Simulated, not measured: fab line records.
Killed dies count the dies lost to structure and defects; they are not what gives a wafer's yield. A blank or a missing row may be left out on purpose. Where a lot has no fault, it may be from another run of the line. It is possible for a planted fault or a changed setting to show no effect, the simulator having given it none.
A struck lot beside a sound one | flow rit cmos | 21 out of 202 route steps
Sound: wafers L500.1, L500.3, L500.6. The struck wafers were L504.1, L504.3, L504.4. The cause is given at the end.
Each step with rows lists, per side, the tool, then ch with its chambers, then its first start. Under that, the readings that differ: sound wafers | struck wafers | difference of the means | sigmas: that difference in standard deviations of wafers without a fault.
alike: readings whose means differ by less than 2 such deviations, and words and numbers that are the same on both sides. not compared: withheld readings, readings that some wafer has no value for, bounds like >300 that may hide the same value, and numbers for which the record gives no deviation and whose values overlap.
Wherever a step has rows on one side only, a row that says differs or no value, or a row with sigmas, the two part there. Numbers that have no deviation but don't overlap get no sigmas and don't part them. Lack of a reading on every wafer of one side parts them only where that side has two or more wafers.

first, 6 steps without rows for these wafers: RIT_NWELL_HMDS_00 (prime time 60 s); RIT_NWELL_COAT_01 (resist thk 1300 nm); RIT_NWELL_SOFTBAKE_02 (time 60 s); RIT_NWELL_EXPOSE_03 (exposes mask M2, target cd 43900 nm); RIT_NWELL_PEB_04; RIT_NWELL_DEVELOP_05 (develop time 68 s).
RIT_NWELL_OVL_MEAS_06:
  sound on overlay-02 at day 4 13:13; struck on overlay-01 at day 5 13:07
  alike: NWELL_OVL
then, 2 steps without rows for these wafers: RIT_NWELL_HARDBAKE_07 (time 120 s); RIT_NWELL_IMPLANT_08.
RIT_NWELL_STRIP_09: strips in O2, time 180 s.
  sound on plasma asher-02 ch 0, day 4 13:39; struck on plasma asher-01 ch 0,1, day 5 13:34
  alike: drypump motor current A
  not compared: rf hours counter h
RIT_NWELL_TW_MEAS_10:
  sound on film metro-03 at day 4 13:49; struck on film metro-02 at day 5 13:44
  alike: NWELL_TW
then, 1 step without rows for these wafers: RIT_PWELL_HMDS_00 (prime time 60 s).
RIT_PWELL_COAT_01: resist thk 1300 nm.
  sound on litho track-01 ch 0, day 4 14:02; struck on litho track-01 ch 0, day 5 13:56
  reading                                    | sound                | struck               | difference | sigmas
  spin speed rpm (rpm)                       | 1999.9 1999.6 2002.8 | 1957.7 1959.4 1959.3 | -42.0      | -30
  model.NOVOLAK_of_PWELL_COAT_01.thk nm (nm) | 1303 1299 1302       | 1310 1312 1309       | +9         |
  alike: chill plate temp C
then, 4 steps without rows for these wafers: RIT_PWELL_SOFTBAKE_02 (time 60 s); RIT_PWELL_EXPOSE_03 (exposes mask M3, target cd 43700 nm); RIT_PWELL_PEB_04; RIT_PWELL_DEVELOP_05 (develop time 68 s).
RIT_PWELL_OVL_MEAS_06:
  sound on overlay-02 at day 4 14:46; struck on overlay-01 at day 5 14:48
  alike: PWELL_OVL
RIT_PWELL_HARDBAKE_07: time 120 s.
  sound on litho track-02 ch 0, day 4 14:48; struck on litho track-04 ch 0, day 5 14:50
  reading                                    | sound          | struck         | difference | sigmas
  model.NOVOLAK_of_PWELL_COAT_01.thk nm (nm) | 1139 1136 1139 | 1146 1148 1145 | +8         |
  alike: chill plate temp C
then, 1 step without rows for these wafers: RIT_PWELL_IMPLANT_08.
RIT_M1_PROBE_99:
  the record has rows for the struck wafers here (prober-02, day 7 04:21) and none for the sound ones

== WHERE THEY PART ==
Last at RIT_M1_PROBE_99 as far as this record goes, first at RIT_PWELL_COAT_01.

WHY: what the simulator had put in
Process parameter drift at RIT_PWELL_COAT_01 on litho track-01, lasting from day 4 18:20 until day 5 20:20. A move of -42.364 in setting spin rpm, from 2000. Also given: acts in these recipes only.
